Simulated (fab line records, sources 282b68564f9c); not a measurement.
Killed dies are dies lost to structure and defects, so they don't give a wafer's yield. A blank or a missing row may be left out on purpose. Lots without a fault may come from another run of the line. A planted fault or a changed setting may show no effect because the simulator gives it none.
Which tool did it? | flow rit_cmos | 13 lots, 39 wafers sampled, at 3 steps of a route of 202

WHAT THE GAUGES READ, wafer by wafer
RIT_ACTIVE_CD_MEAS_11: target cd 1400 nm.
lot  | measured    | on        | cd_nm (nm)
L969 | day 1 14:26 | cd_sem-02 | 1400.7 1400.2 1400.9
L970 | day 1 21:26 | cd_sem-02 | 1394.0 1397.1 1394.9
L971 | day 2 02:08 | cd_sem-01 | 1397.3 1395.4 1395.5
L974 | day 2 16:43 | cd_sem-01 | 1399.1 1396.9 1397.8
L976 | day 3 01:58 | cd_sem-02 | 1397.0 1398.1 1396.4
L978 | day 3 12:19 | cd_sem-02 | 1401.7 1400.9 1402.0
L979 | day 3 16:28 | cd_sem-02 | 1400.5 1401.2 1399.4
L980 | day 3 22:10 | cd_sem-02 | 1403.5 1401.5 1400.6
L982 | day 4 10:17 | cd_sem-02 | 1402.9 1403.8 1401.7
L984 | day 4 18:17 | cd_sem-02 | 1400.7 1398.2 1399.3
L985 | day 4 22:26 | cd_sem-02 | 1402.2 1396.7 1399.4
L989 | day 5 19:20 | cd_sem-02 | 1392.9 1393.6 1393.3
L992 | day 6 09:46 | cd_sem-02 | 1399.2 1400.4 1400.6

RIT_GATE_CD_MEAS_16: target cd 150 nm.
lot  | measured    | on        | cd_nm (nm)
L969 | day 2 16:41 | cd_sem-02 | 150.6 149.6 148.7
L970 | day 2 18:58 | cd_sem-01 | 150.0 151.5 151.3
L971 | day 2 23:44 | cd_sem-02 | 149.7 148.7 148.1
L974 | day 3 15:09 | cd_sem-02 | 155.4 153.4 153.8
L976 | day 4 00:22 | cd_sem-02 | 152.4 148.4 151.8
L978 | day 4 13:15 | cd_sem-01 | 150.8 149.1 150.6
L979 | day 4 17:07 | cd_sem-01 | 150.3 149.5 149.3
L980 | day 4 22:33 | cd_sem-01 | 148.2 149.3 147.8
L982 | day 5 08:02 | cd_sem-02 | 150.1 150.2 152.6
L984 | day 5 17:28 | cd_sem-02 | 154.0 152.8 152.8
L985 | day 5 21:49 | cd_sem-02 | 149.2 149.6 149.3
L989 | day 7 00:26 | cd_sem-02 | 154.4 151.9 152.4
L992 | day 7 19:58 | cd_sem-01 | 152.1 152.4 152.3

WHICH TOOL RAN EACH LOT (tool, then ch and the chambers of the sampled wafers, then the start)
lot  | RIT_ACTIVE_CLEAN_15
L969 | wet_bench-03 ch 2, day 1 15:08
L970 | wet_bench-02 ch 3, day 1 22:07
L971 | wet_bench-02 ch 3, day 2 02:50
L974 | wet_bench-03 ch 3, day 2 17:25
L976 | wet_bench-03 ch 0, day 3 02:38
L978 | wet_bench-02 ch 3, day 3 13:00
L979 | wet_bench-02 ch 1, day 3 17:10
L980 | wet_bench-03 ch 2, day 3 22:51
L982 | wet_bench-02 ch 0, day 4 10:58
L984 | wet_bench-03 ch 1, day 4 19:10
L985 | wet_bench-02 ch 0, day 4 23:08
L989 | wet_bench-02 ch 1, day 5 20:00
L992 | wet_bench-03 ch 2, day 6 10:28
- RIT_ACTIVE_CLEAN_15: cleans in SC1, time 600 s.

WHAT THE TOOLS THEMSELVES READ (means of the sampled wafers that have a number; where no wafer has one, the mark that the record gives instead)
The record holds no such reading with a usual standard deviation.

THE ANSWER, worked out from the rows above alone
Rule: what is usual is taken from the lots themselves. Put in order of their means at a reading, lots are off if they are a third of the lots or fewer, leave a main group of 4 or more, and stand apart from it by a gap of 3 or more times the standard deviation of the main group's means; of several such gaps the widest counts. A main group whose means are all the same, to the digits that the tables above print for the reading, isn't used. A lot without any number at a reading at which 4 lots or more have one is off too. The other lots that the step has rows for count as sound. The gauges are gone through in route order, then the tools' own readings, and for those a lot's mean is taken as printed above. The first step at which some lot is off is used, and at that step the reading that is off furthest; a lot without a number counts as furthest.
No lot is off at any reading shown: from this, nothing can be told.

WHAT THE SIMULATOR HAD PUT IN
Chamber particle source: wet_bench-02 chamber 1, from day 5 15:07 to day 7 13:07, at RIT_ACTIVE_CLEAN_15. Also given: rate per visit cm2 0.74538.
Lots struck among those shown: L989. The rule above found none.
